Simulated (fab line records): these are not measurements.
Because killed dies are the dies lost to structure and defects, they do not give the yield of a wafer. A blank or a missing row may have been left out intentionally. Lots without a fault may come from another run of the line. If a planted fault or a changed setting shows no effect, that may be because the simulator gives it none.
Matching of chambers | flow berkeleyCmos170 | rieDiel-04 running UCB170_ZERO_ETCH_06: 4 sister chambers
The step etches SiO2 in CHF3/CF4/Ar, time 12 s. 14 wafers are shown with their chamber, then 7 later ones without.

## WAFERS PAIRED WITH THEIR CHAMBERS
wafer  | chamber | throttleValvePct (%) | oesProductAu (a.u.) | mfcArSccm (sccm)
L637.1 | 2       | 9.32                 | 0.601               | 120.3
L637.2 | 1       | 9.22                 | 0.617               | 120.0
L637.5 | 2       | 9.34                 | 0.596               | 120.0
L642.1 | 2       | 9.33                 | 0.604               | 120.2
L642.2 | 1       | 9.18                 | 0.615               | 119.1
L642.5 | 2       | 9.32                 | 0.610               | 119.8
L644.3 | 3       | 9.34                 | 0.599               | 119.6
L644.4 | 2       | 9.33                 | 0.609               | 119.9
L644.5 | 2       | 9.34                 | 0.610               | 120.1
L646.1 | 1       | 9.20                 | 0.609               | 120.3
L646.4 | 2       | 9.33                 | 0.611               | 120.1
L646.5 | 0       | 9.10                 | 0.605               | 119.7
L649.1 | 2       | 9.34                 | 0.603               | 119.8
L649.4 | 0       | 9.11                 | 0.602               | 119.5

SIGNATURES, as means of the wafers listed above
reading          | chamber 0 | chamber 1 | chamber 2 | chamber 3 | scatter within a chamber
throttleValvePct | 9.1050    | 9.2000    | 9.3313    | 9.3400    | 0.0116
oesProductAu     | 0.60350   | 0.61367   | 0.60550   | 0.59900   | 0.00491
mfcArSccm        | 119.600   | 119.800   | 120.025   | 119.600   | 0.322
Rule: for each reading, subtract the chamber's mean from the wafer's reading, divide by that reading's scatter and square the result; add these up over the readings and take the root, which gives the wafer's distance from the chamber. The wafer belongs to the nearest chamber; if the next one is less than 2 further off, it can't be placed. The scatter: the root of (the sum of the squares of (reading less its chamber's mean) over the shown wafers, divided by (wafers less chambers)).

## WAFERS WITH NO CHAMBER GIVEN
wafer  | throttleValvePct (%) | oesProductAu (a.u.) | mfcArSccm (sccm)
L649.5 | 9.33                 | 0.612               | 120.3
L650.2 | 9.33                 | 0.600               | 119.9
L650.5 | 9.19                 | 0.609               | 119.6
L650.6 | 9.33                 | 0.610               | 119.8
L651.3 | 9.10                 | 0.609               | 120.4
L651.4 | 9.33                 | 0.610               | 119.8
L651.5 | 9.32                 | 0.600               | 119.4

## CHAMBER TAKEN BY EACH
wafer  | from the rows above     | in truth
L649.5 | can't be placed: 2 or 3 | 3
L650.2 | can't be placed: 2 or 3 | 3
L650.5 | 1                       | 1
L650.6 | can't be placed: 2 or 3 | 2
L651.3 | 0                       | 0
L651.4 | can't be placed: 2 or 3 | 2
L651.5 | can't be placed: 3 or 2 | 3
Placed correctly: 2 of 7. These rows do not allow placing 5 (true chamber among the candidates in 5). 0 placed wrongly.
